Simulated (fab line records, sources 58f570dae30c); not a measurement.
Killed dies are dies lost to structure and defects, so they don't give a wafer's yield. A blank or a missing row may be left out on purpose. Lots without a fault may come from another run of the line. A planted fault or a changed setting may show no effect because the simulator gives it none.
Chamber matching | flow berkeley_cmos170 | UCB170_GATE_ETCH_15 on rie_si-01: 4 sister chambers
The step etches poly-Si in HBr/Cl2, stops on SiO2, time 56.3 s, target depth 278.2 nm. 8 wafers are shown with their chamber, then 7 later ones without.

WAFERS WITH THEIR CHAMBER
wafer  | chamber | throttle_valve_pct (%) | drypump_motor_current_A (A)
L252.1 | 2       | 26.5                   | 4.9
L255.5 | 3       | 26.7                   | 5.9
L257.2 | 2       | 26.5                   | 5.0
L262.1 | 1       | 26.3                   | 5.8
L262.4 | 0       | 26.0                   | 6.2
L262.5 | 3       | 26.6                   | 5.9
L265.2 | 0       | 26.0                   | 6.2
L265.3 | 1       | 26.3                   | 5.8

WAFERS WITHOUT THEIR CHAMBER
wafer  | throttle_valve_pct (%) | drypump_motor_current_A (A)
L265.5 | 26.3                   | 5.8
L273.2 | 26.3                   | 5.8
L273.4 | 26.0                   | 6.1
L273.5 | 26.0                   | 6.2
L274.1 | 26.0                   | 6.2
L274.2 | 26.3                   | 5.8
L274.3 | 26.7                   | 5.9

WHICH CHAMBER EACH WENT THROUGH
wafer  | from the rows above | in truth
L265.5 | 1                   | 1
L273.2 | 1                   | 1
L273.4 | 0                   | 0
L273.5 | 0                   | 0
L274.1 | 0                   | 0
L274.2 | 1                   | 1
L274.3 | 3                   | 3
Placed correctly: 7 of 7. Can't be placed from these rows: 0. Placed wrongly: 0.
How it was worked out, from the rows above alone: a wafer's distance from a chamber is the root of the sum, over the readings, of the square of ((its reading less the chamber's mean) divided by the reading's scatter). The wafer belongs to the nearest chamber; if the next one is less than 2 further off, it can't be placed. A chamber's mean is the mean of its shown wafers. The scatter: the root of (the sum of the squares of (reading less its chamber's mean) over the shown wafers, divided by (wafers less chambers)).
